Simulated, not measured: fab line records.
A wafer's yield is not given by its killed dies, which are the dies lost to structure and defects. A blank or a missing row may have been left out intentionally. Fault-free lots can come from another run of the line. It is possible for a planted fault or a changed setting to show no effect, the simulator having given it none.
A lot that was struck, set against a sound lot + flow berkeleyCmos170 + 14 steps out of a route of 331
Sound: these wafers, L323.3, L323.5, L323.6. Wafers struck: L329.2, L329.3, L329.6. The cause comes at the end.
For every step that has rows: the tool of each side, followed by ch and its chambers, followed by its first start. Under that, the readings that differ: sound wafers + struck wafers + difference of the means + sigmas: that difference in standard deviations of wafers without a fault.
alike: a reading whose means differ by less than 2 such deviations, as well as words and numbers matching on both sides. not compared: withheld readings; readings where some wafer has no value; bounds like >300 that might hide an equal value; numbers whose values overlap and for which the record gives no deviation.
Wherever a step has rows on one side only, a row that says differs or no value, or a row with sigmas, the two part there. Non-overlapping numbers with no deviation appear without sigmas and do not part them. A reading that every wafer of one side lacks parts them only if that side has two wafers or more.

UCB170_M1_CD_MEAS_90: target cd 700 nm.
  sound on cdSem-01, day 8 15:16; struck on cdSem-01, day 9 19:14
  alike: cdNm
then, 1 step without rows for these wafers: UCB170_M1_ANNEAL_14 (time 1200 s).
UCB170_V1_CVD_00: deposits SiO2 from TEOS/O2, target thk 2000 nm, time 250 s.
  sound on pecvd-03 ch 0,1, day 8 16:40; struck on pecvd-04 ch 0,1,2, day 9 21:39
  alike: heaterPowerW, pressureMtorr
UCB170_V1_THK_MEAS_01:
  sound on filmMetro-01, day 8 16:51; struck on filmMetro-02, day 9 21:49
  alike: V1_TEOS_THK
UCB170_V1_CMP_02: polishes SiO2.
  sound on cmp-02 ch 0,2,3, day 8 17:02; struck on cmp-02 ch 0,3, day 9 21:55
  alike: motorCurrentA
UCB170_V1_BOW_MEAS_03:
  sound on filmMetro-02, day 8 17:14; struck on filmMetro-04, day 9 22:11
  alike: V1_BOW
UCB170_V1_THK_MEAS_04:
  sound on filmMetro-02, day 8 17:20; struck on filmMetro-04, day 9 22:17
  alike: V1_POLISHED_THK
then, 5 steps without rows for these wafers: UCB170_V1_CLEAN_05 (cleans in DIW); UCB170_V1_HMDS_06 (prime time 60 s); UCB170_V1_COAT_07 (resist thk 900 nm); UCB170_V1_SOFTBAKE_08 (time 60 s); UCB170_V1_EXPOSE_09 (exposes mask VIA1, target cd 700 nm).
UCB170_V1_PEB_10:
  struck on lithoTrack-01, day 9 23:58; sound on lithoTrack-02 ch 0, day 8 20:25
  no value came back on the struck wafers for chillPlateTempC (C), exhaustPa (Pa), plateTempC (C); on the sound wafers chillPlateTempC (C) reads 22.96 22.95 22.98
then, 1 step without rows for these wafers: UCB170_V1_DEVELOP_11 (develop time 45 s).

WHERE THEY PART
At UCB170_V1_PEB_10 and nowhere else, as far as this record goes.

WHY: what had been put in by the simulator
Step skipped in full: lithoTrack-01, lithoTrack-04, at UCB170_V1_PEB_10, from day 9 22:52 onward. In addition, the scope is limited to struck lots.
